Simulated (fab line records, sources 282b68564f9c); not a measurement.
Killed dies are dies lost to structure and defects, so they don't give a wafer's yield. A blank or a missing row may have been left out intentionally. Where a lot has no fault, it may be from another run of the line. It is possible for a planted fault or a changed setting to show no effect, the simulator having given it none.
A struck lot beside a sound one | flow rit cmos | 43 out of 202 route steps
Sound: these wafers, L594.1, L594.2, L594.5. The struck wafers were L612.1, L612.5, L612.6. Last of all comes the cause.
Order at every step that has rows: each side's tool, ch and its chambers, its first start. Under that, the readings that differ: sound wafers | struck wafers | difference of the means | sigmas: that difference in standard deviations of wafers without a fault.
alike: words and numbers the same on both sides, and readings whose means are apart by under 2 such deviations; not compared: readings that were withheld, readings missing a value for some wafer, numbers with overlapping values and no deviation given by the record, and bounds like >300 which may hide the same value.
A row with sigmas, a row that says differs or no value, or rows on one side alone: a step with any of these is where the two part. Numbers that have no deviation but don't overlap get no sigmas and don't part them. Lack of a reading on every wafer of one side parts them only where that side has two or more wafers.

RIT_GATE_THK_MEAS_07:
  sound on film metro-03, day 2 21:02; struck on film metro-04, day 7 11:04
  alike: GATE_OXIDE_THK
then, 1 step without rows for these wafers: RIT_GATE_CVD_08 (deposits poly-Si from SiH4, target thk 250 nm, time 2220 s).
RIT_GATE_THK_MEAS_09:
  sound on film metro-04, day 2 23:14; struck on film metro-01, day 7 12:44
  alike: GATE_POLY_THK
then, 6 steps without rows for these wafers: RIT_GATE_HMDS_10 (prime time 60 s); RIT_GATE_COAT_11 (resist thk 850 nm); RIT_GATE_SOFTBAKE_12 (time 60 s); RIT_GATE_EXPOSE_13 (exposes mask M6, target cd 150 nm); RIT_GATE_PEB_14; RIT_GATE_DEVELOP_15 (develop time 50 s).
RIT_GATE_CD_MEAS_16 targets a cd of 150 nm.
  sound on cd sem-01, day 3 00:16; struck on cd sem-01, day 7 13:54
  alike: cd nm
RIT_GATE_OVL_MEAS_17:
  sound on overlay-01, day 3 00:23; struck on overlay-01, day 7 14:01
  alike: GATE_OVL
then, 1 step without rows for these wafers: RIT_GATE_HARDBAKE_18 (time 60 s).
RIT_GATE_ETCH_19: etches poly-Si in SF6/CHF3/O2, stops on SiO2, time 165 s, target depth 312.5 nm.
  sound on rie si-02 ch 0,1,2, day 3 00:34; struck on rie si-02 ch 0,2,3, day 7 14:13
  alike: drypump motor current A, oes product au, throttle valve pct
  not compared: rf hours counter h
RIT_GATE_STRIP_20: strips in O2, time 180 s.
  sound on plasma asher-04 ch 0,1, day 3 00:41; struck on plasma asher-04 ch 0,1, day 7 14:19
  alike: drypump motor current A
  not compared: rf hours counter h
RIT_GATE_CD_MEAS_90 targets a cd of 150 nm.
  sound on cd sem-02, day 3 00:52; struck on cd sem-02, day 7 14:29
  alike: cd nm
then, 4 steps without rows for these wafers: RIT_REOX_CLEAN_00 (cleans in SC1, time 600 s); RIT_REOX_CLEAN_01 (cleans in dHF, time 30 s); RIT_REOX_CLEAN_02 (cleans in SC2, time 600 s); RIT_REOX_OXIDATION_03 (target thk 25.2 nm, ox time 5580 s).
RIT_REOX_THK_MEAS_04:
  sound on film metro-04, day 3 04:17; struck on film metro-04, day 7 18:02
  alike: REOX_OXIDE_THK
then, 6 steps without rows for these wafers: RIT_NLDD_HMDS_00 (prime time 60 s); RIT_NLDD_COAT_01 (resist thk 1000 nm); RIT_NLDD_SOFTBAKE_02 (time 60 s); RIT_NLDD_EXPOSE_03 (exposes mask M7, target cd 40700 nm); RIT_NLDD_PEB_04; RIT_NLDD_DEVELOP_05 (develop time 50 s).
RIT_NLDD_OVL_MEAS_06:
  sound on overlay-02, day 3 05:19; struck on overlay-02, day 7 19:55
  alike: NLDD_OVL
then, 2 steps without rows for these wafers: RIT_NLDD_HARDBAKE_07 (time 60 s); RIT_NLDD_IMPLANT_08.
RIT_NLDD_STRIP_09: strips in O2, time 180 s.
  sound on plasma asher-02 ch 0,1, day 3 05:39; struck on plasma asher-01 ch 0,1, day 7 20:16
  alike: drypump motor current A
  not compared: rf hours counter h
RIT_NLDD_TW_MEAS_10:
  sound on film metro-01, day 3 05:50; struck on film metro-01, day 7 20:26
  alike: NLDD_TW
then, 6 steps without rows for these wafers: RIT_PLDD_HMDS_00 (prime time 60 s); RIT_PLDD_COAT_01 (resist thk 1000 nm); RIT_PLDD_SOFTBAKE_02 (time 60 s); RIT_PLDD_EXPOSE_03 (exposes mask M8, target cd 40900 nm); RIT_PLDD_PEB_04; RIT_PLDD_DEVELOP_05 (develop time 50 s).
RIT_PLDD_OVL_MEAS_06:
  sound on overlay-01, day 3 07:01; struck on overlay-02, day 7 21:20
  alike: PLDD_OVL
then, 2 steps without rows for these wafers: RIT_PLDD_HARDBAKE_07 (time 60 s); RIT_PLDD_IMPLANT_08.
RIT_PLDD_STRIP_09: strips in O2, time 180 s.
  sound on plasma asher-04 ch 0,1, day 3 07:20; struck on plasma asher-02 ch 0,1, day 7 21:43
  alike: drypump motor current A
  not compared: rf hours counter h
RIT_PLDD_TW_MEAS_10:
  sound on film metro-02, day 3 07:31; struck on film metro-01, day 7 21:53
  alike: PLDD_TW
RIT_M1_PROBE_99:
  only the struck wafers here have rows in the record (prober-01, day 8 13:53); the sound ones have none

WHERE THEY PART
Only at RIT_M1_PROBE_99, within this record.

WHY: whatever the simulator had introduced
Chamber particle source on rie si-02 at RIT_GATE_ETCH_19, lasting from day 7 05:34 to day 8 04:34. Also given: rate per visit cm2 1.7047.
